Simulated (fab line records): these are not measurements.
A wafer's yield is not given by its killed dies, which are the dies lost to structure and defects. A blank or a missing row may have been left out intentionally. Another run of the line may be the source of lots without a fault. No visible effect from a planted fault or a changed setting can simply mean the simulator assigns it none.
A lot that was struck, set against a sound lot || flow berkeley_cmos170 || 14 steps out of a route of 331
Sound: the wafers L236.2, L236.3, L236.6. Wafers L222.2, L222.3, L222.5 were the ones struck. Last of all comes the cause.
At each step with rows: each side's tool, then ch and its chambers, then its first start. Under that, the readings that differ: sound wafers || struck wafers || difference of the means || sigmas: that difference in standard deviations of wafers without a fault.
alike: readings with means less than 2 such deviations apart, plus words and numbers identical on both sides. not compared: withheld readings, readings lacking a value on some wafer, bounds such as >300 that could conceal the same value, and numbers that have no deviation in the record and whose values overlap.
A row with sigmas, a row that says differs or no value, or rows on one side alone: a step with any of these is where the two part. Non-overlapping numbers with no deviation appear without sigmas and do not part them. A reading that every wafer of one side lacks parts them only if that side has two wafers or more.

UCB170_ZERO_ETCH_06: etches SiO2 in CHF3/CF4/Ar, time 12 s.
  sound on rie_diel-02 ch 0,1,2, day 5 22:17; struck on rie_diel-04 ch 1,2, day 3 04:03
  alike: CHF3_flow_sccm, drypump_motor_current_A, oes_product_au, throttle_valve_pct
  not compared: rf_hours_counter_h
UCB170_ZERO_STRIP_07: strips in O2.
  sound on plasma_asher-04 ch 0,1, day 5 22:18; struck on plasma_asher-03 ch 1, day 3 04:04
  alike: drypump_motor_current_A, oes_product_au, strip_time_to_endpoint_s
  not compared: rf_hours_counter_h
then, 2 steps without rows for these wafers: UCB170_NWELL_WET_ETCH_00 (etches SiO2 in dHF, time 200 s); UCB170_NWELL_OXIDATION_01 (target thk 26.4 nm, ox time 1260 s).
UCB170_NWELL_THK_MEAS_02:
  struck on film_metro-01, day 3 11:55; sound on film_metro-03, day 6 01:33
  alike: NWELL_OXIDE_THK
then, 2 steps without rows for these wafers: UCB170_NWELL_ANNEAL_03 (time 900 s); UCB170_NWELL_CVD_04 (deposits Si3N4 from SiH2Cl2/NH3, target thk 224 nm, time 3360 s).
UCB170_NWELL_THK_MEAS_05:
  struck on film_metro-01, day 3 18:14; sound on film_metro-03, day 6 08:50
  alike: NWELL_NITRIDE_THK
then, 4 steps without rows for these wafers: UCB170_NWELL_HMDS_06 (prime time 60 s); UCB170_NWELL_COAT_07 (resist thk 900 nm); UCB170_NWELL_SOFTBAKE_08 (time 60 s); UCB170_NWELL_EXPOSE_09 (exposes mask NWELL, target cd 3000 nm).
UCB170_NWELL_PEB_10:
  sound on litho_track-01 ch 0, day 6 09:38; struck on litho_track-03, day 3 19:01
  no value came back on the struck wafers for chill_plate_temp_C (C), exhaust_pa (Pa); on the sound wafers chill_plate_temp_C (C) reads 22.83 23.08 23.00
then, 1 step without rows for these wafers: UCB170_NWELL_DEVELOP_11 (develop time 45 s).

## WHERE THEY PART
Only at UCB170_NWELL_PEB_10, as far as this record shows.

WHY: what the simulator had put in
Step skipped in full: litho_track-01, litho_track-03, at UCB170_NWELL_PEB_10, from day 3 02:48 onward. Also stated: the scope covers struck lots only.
